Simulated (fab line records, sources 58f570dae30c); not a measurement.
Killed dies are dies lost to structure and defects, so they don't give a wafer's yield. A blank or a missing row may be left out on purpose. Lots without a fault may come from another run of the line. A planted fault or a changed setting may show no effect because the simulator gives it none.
Split-lot experiment | flow berkeley_cmos170 | 5 lots, 23 wafers read, on a route of 331 steps

THE SPLIT
At UCB170_NVT_IMPLANT_07, the setting energy_kev was moved away from the recipe's 50 on 7 of the 23 wafers read, by +3.8% to +5.9%. The other wafers ran this setting at the recipe's value.

FROM THE SPLIT TO THE READING: what the file shows between them, 1 step
- UCB170_NVT_STRIP_08: strips in O2

THE READING
NVT_TW, at UCB170_NVT_TW_MEAS_09. Fault-free wafers of this fab line usually give 528, standard deviation 3.8.

wafer  | tool, chamber at the split | energy_kev as run | against the recipe | NVT_TW | against lot-mates on the recipe
L074.1 | implanter-04, 0            | 51.88             | +3.8%              | 538    | +6
L074.2 | implanter-04, 0            | 50                | recipe             | 533    | -
L074.4 | implanter-04, 0            | 50                | recipe             | 532    | -
L074.5 | implanter-04, 0            | 50                | recipe             | 530    | -
L074.6 | implanter-04, 0            | 51.88             | +3.8%              | 536    | +4
L075.2 | implanter-01, 0            | 50                | recipe             | 527    | -
L075.3 | implanter-01, 0            | 50                | recipe             | 528    | -
L075.4 | implanter-01, 0            | 52.93             | +5.9%              | 533    | +6
L075.5 | implanter-01, 0            | 52.93             | +5.9%              | 533    | +6
L075.6 | implanter-01, 0            | 50                | recipe             | 526    | -
L077.1 | implanter-03, 0            | 51.91             | +3.8%              | 530    | +6
L077.2 | implanter-03, 0            | 50                | recipe             | 522    | -
L077.3 | implanter-03, 0            | 51.91             | +3.8%              | 530    | +6
L077.4 | implanter-03, 0            | 51.91             | +3.8%              | 531    | +7
L077.6 | implanter-03, 0            | 50                | recipe             | 526    | -
L079.2 | implanter-04, 0            | 50                | recipe             | 524    | -
L079.3 | implanter-04, 0            | 50                | recipe             | 523    | -
L079.5 | implanter-04, 0            | 50                | recipe             | 523    | -
L084.1 | implanter-01, 0            | 50                | recipe             | 532    | -
L084.2 | implanter-01, 0            | 50                | recipe             | 532    | -
L084.3 | implanter-01, 0            | 50                | recipe             | 535    | -
L084.4 | implanter-01, 0            | 50                | recipe             | 531    | -
L084.5 | implanter-01, 0            | 50                | recipe             | 532    | -

THE FIT
A straight line over all 23 wafers: NVT_TW changes by +0.959 for each +1% of energy_kev; r = +0.47; the points scatter about the line by 3.9.
The same after taking each lot's own level away (the mean of its wafers on the recipe; 23 wafers): +1.28 for each +1%; r = +0.90; scatter 1.3.
On that fit, the largest move of energy_kev shifts the reading by 7.5.
The lots' own levels span 523.3 to 532.4, that is 2.4 times the standard deviation above.
So the lot-to-lot level blurs the effect unless lot-mates are compared.
Check: with one of the wafers moved furthest among these (+5.9%) left out of the fit, the line predicts +8.12 for it against its lot-mates. It came out at +6 against them.

OTHER SPLITS ON THESE WAFERS
These wafers also went through other splits before the reading. Each is held against what the fit with the lots' levels taken away leaves over:
other split on the same wafers      | wafers away from the commonest value | r with NVT_TW (lot level and that fit taken away)
UCB170_NWELL_COAT_07 resist_thk_nm  | 8                                    | -0.43
UCB170_NWELL_IMPLANT_14 energy_kev  | 11                                   | -0.01
UCB170_PWELL_OXIDATION_02 temp_c    | 18                                   | -0.03
UCB170_PWELL_EXPOSE_10 dose_mj      | 4                                    | +0.03
UCB170_SACOX_OXIDATION_01 ox_time_s | 15                                   | +0.23

THE WHOLE CHAIN: every reading that the file lists as answering this split, in the file's order
step                  | what it does | reading                                                         | change (the file's fit)               | r (the file's)
UCB170_NVT_IMPLANT_07 |              | implant.rp_nm (the simulator's own value, which no gauge read)  | +0.369 nm for each +1% of the setting | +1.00
UCB170_NVT_IMPLANT_07 |              | implant.drp_nm (the simulator's own value, which no gauge read) | +0.134 nm for each +1% of the setting | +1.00
UCB170_NVT_TW_MEAS_09 |              | NVT_TW                                                          | +1.27 for each +1% of the setting     | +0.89

THE FILE'S OWN FIT
NVT_TW changes by +1.27 for each +1% of energy_kev, r = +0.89.
